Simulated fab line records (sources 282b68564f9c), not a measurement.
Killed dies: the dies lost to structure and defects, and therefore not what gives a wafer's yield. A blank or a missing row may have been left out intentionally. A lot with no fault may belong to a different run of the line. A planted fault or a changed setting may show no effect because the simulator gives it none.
Struck lot and sound lot, side by side || flow rit cmos || 43 out of 202 route steps
Sound: these wafers, L734.1, L734.3, L734.5. Wafers L750.3, L750.4, L750.6 were the ones struck. The cause comes at the end.
Order at every step that has rows: each side's tool, ch and its chambers, its first start. Under that, the readings that differ: sound wafers || struck wafers || difference of the means || sigmas: that difference in standard deviations of wafers without a fault.
alike: a reading whose means differ by less than 2 such deviations, as well as words and numbers matching on both sides. not compared: withheld readings; readings where some wafer has no value; bounds like >300 that might hide an equal value; numbers whose values overlap and for which the record gives no deviation.
Wherever a step has rows on one side only, a row that says differs or no value, or a row with sigmas, the two part there. When numbers do not overlap yet have no deviation, they are printed without sigmas and do not part them. A reading that every wafer of one side lacks parts them only if that side has two wafers or more.

first, 1 step without rows for these wafers: RIT_PRETRO_DEVELOP_05 (develop time 68 s).
RIT_PRETRO_OVL_MEAS_06:
  sound: overlay-02 at day 2 09:40; struck: overlay-02 at day 5 16:50
  alike: PRETRO_OVL
then, 2 steps without rows for these wafers: RIT_PRETRO_HARDBAKE_07 (time 120 s); RIT_PRETRO_IMPLANT_08.
RIT_PRETRO_STRIP_09: strips in O2, time 180 s.
  sound on plasma asher-03 ch 1, day 2 10:06; struck on plasma asher-03 ch 0,1, day 5 17:19
  alike: drypump motor current A
  not compared: rf hours counter h
RIT_PRETRO_TW_MEAS_10:
  sound: film metro-01 at day 2 10:16; struck: film metro-02 at day 5 17:27
  alike: PRETRO_TW
then, 5 steps without rows for these wafers: RIT_GATE_WET_ETCH_00 (etches SiO2 in BOE, target depth 56 nm, time 60 s); RIT_GATE_CLEAN_01 (cleans in SC1, time 600 s); RIT_GATE_CLEAN_02 (cleans in dHF, time 30 s); RIT_GATE_CLEAN_03 (cleans in SC2, time 600 s); RIT_GATE_CLEAN_04 (cleans in dHF, time 60 s).
RIT_FOX2_THK_MEAS_91:
  sound: film metro-03 at day 2 10:45; struck: film metro-03 at day 5 17:55
  alike: FIELD_OXIDE_LEFT_2_THK
RIT_GATE_OXIDATION_05: target thk 3 nm, ox time 270 s.
  sound on furnace-01 ch 0, day 2 11:07; struck on furnace-01 ch 0, day 5 23:18
  alike: spike tc load C
then, 1 step without rows for these wafers: RIT_GATE_ANNEAL_06 (time 600 s).
RIT_GATE_THK_MEAS_07:
  sound: film metro-04 at day 2 14:11; struck: film metro-04 at day 6 04:24
  alike: GATE_OXIDE_THK
then, 1 step without rows for these wafers: RIT_GATE_CVD_08 (deposits poly-Si from SiH4, target thk 250 nm, time 2220 s).
RIT_GATE_THK_MEAS_09:
  sound: film metro-04 at day 2 16:43; struck: film metro-03 at day 6 06:04
  alike: GATE_POLY_THK
then, 6 steps without rows for these wafers: RIT_GATE_HMDS_10 (prime time 60 s); RIT_GATE_COAT_11 (resist thk 850 nm); RIT_GATE_SOFTBAKE_12 (time 59.16 s); RIT_GATE_EXPOSE_13 (exposes mask M6, target cd 150 nm); RIT_GATE_PEB_14; RIT_GATE_DEVELOP_15 (develop time 50 s).
RIT_GATE_CD_MEAS_16: the cd target is 150 nm.
  sound: cd sem-02 at day 2 17:47; struck: cd sem-02 at day 6 07:00
  alike: cd nm
RIT_GATE_OVL_MEAS_17:
  sound: overlay-01 at day 2 17:55; struck: overlay-01 at day 6 07:08
  alike: GATE_OVL
then, 1 step without rows for these wafers: RIT_GATE_HARDBAKE_18 (time 60 s).
RIT_GATE_ETCH_19: etches poly-Si in SF6/CHF3/O2, stops on SiO2, time 165 s, target depth 312.5 nm.
  sound on rie si-02 ch 0,2,3, day 2 18:06; struck on rie si-02 ch 0,1,2, day 6 07:24
  alike: drypump motor current A, he backside leak sccm, oes product au, rf fwd power W, throttle valve pct
  not compared: rf hours counter h
RIT_GATE_STRIP_20: strips in O2, time 180 s.
  sound on plasma asher-03 ch 0, day 2 18:13; struck on plasma asher-02 ch 0,1, day 6 07:34
  alike: drypump motor current A
  not compared: rf hours counter h
RIT_GATE_CD_MEAS_90: the cd target is 150 nm.
  sound: cd sem-01 at day 2 18:23; struck: cd sem-02 at day 6 07:43
  alike: cd nm
then, 4 steps without rows for these wafers: RIT_REOX_CLEAN_00 (cleans in SC1, time 600 s); RIT_REOX_CLEAN_01 (cleans in dHF, time 30 s); RIT_REOX_CLEAN_02 (cleans in SC2, time 600 s); RIT_REOX_OXIDATION_03 (target thk 25.2 nm, ox time 5580 s).
RIT_REOX_THK_MEAS_04:
  sound: film metro-03 at day 2 21:25; struck: film metro-04 at day 6 11:33
  alike: REOX_OXIDE_THK
then, 6 steps without rows for these wafers: RIT_NLDD_HMDS_00 (prime time 60 s); RIT_NLDD_COAT_01 (resist thk 1000 nm); RIT_NLDD_SOFTBAKE_02 (time 60 s); RIT_NLDD_EXPOSE_03 (exposes mask M7, target cd 40700 nm); RIT_NLDD_PEB_04; RIT_NLDD_DEVELOP_05 (develop time 50 s).
RIT_NLDD_OVL_MEAS_06:
  sound: overlay-02 at day 2 22:28; struck: overlay-01 at day 6 12:40
  alike: NLDD_OVL
then, 1 step without rows for these wafers: RIT_NLDD_HARDBAKE_07 (time 60 s).
RIT_M1_PROBE_99:
  sound: prober-02 at day 3 14:25; struck: prober-02 at day 7 04:19
{"reading": "hold", "sound": "- - -", "struck": "await dispo/5.4h/release await dispo/5.4h/release await dispo/5.4h/release", "difference": "no value on the sound wafers", "sigmas": ""}
{"reading": "killed at front end", "sound": "2 4 9", "struck": "118 102 123", "difference": "+109", "sigmas": "+39"}
{"reading": "killed dies", "sound": "2 4 9", "struck": "118 102 123", "difference": "+109", "sigmas": "+39"}
{"reading": "killed on rim", "sound": "1 3 2", "struck": "36 19 35", "difference": "+28", "sigmas": "+23"}
  alike: killed open, killed short

WHERE THEY PART
At RIT_M1_PROBE_99 and nowhere else, as far as this record goes.

WHY: the cause the simulator had injected
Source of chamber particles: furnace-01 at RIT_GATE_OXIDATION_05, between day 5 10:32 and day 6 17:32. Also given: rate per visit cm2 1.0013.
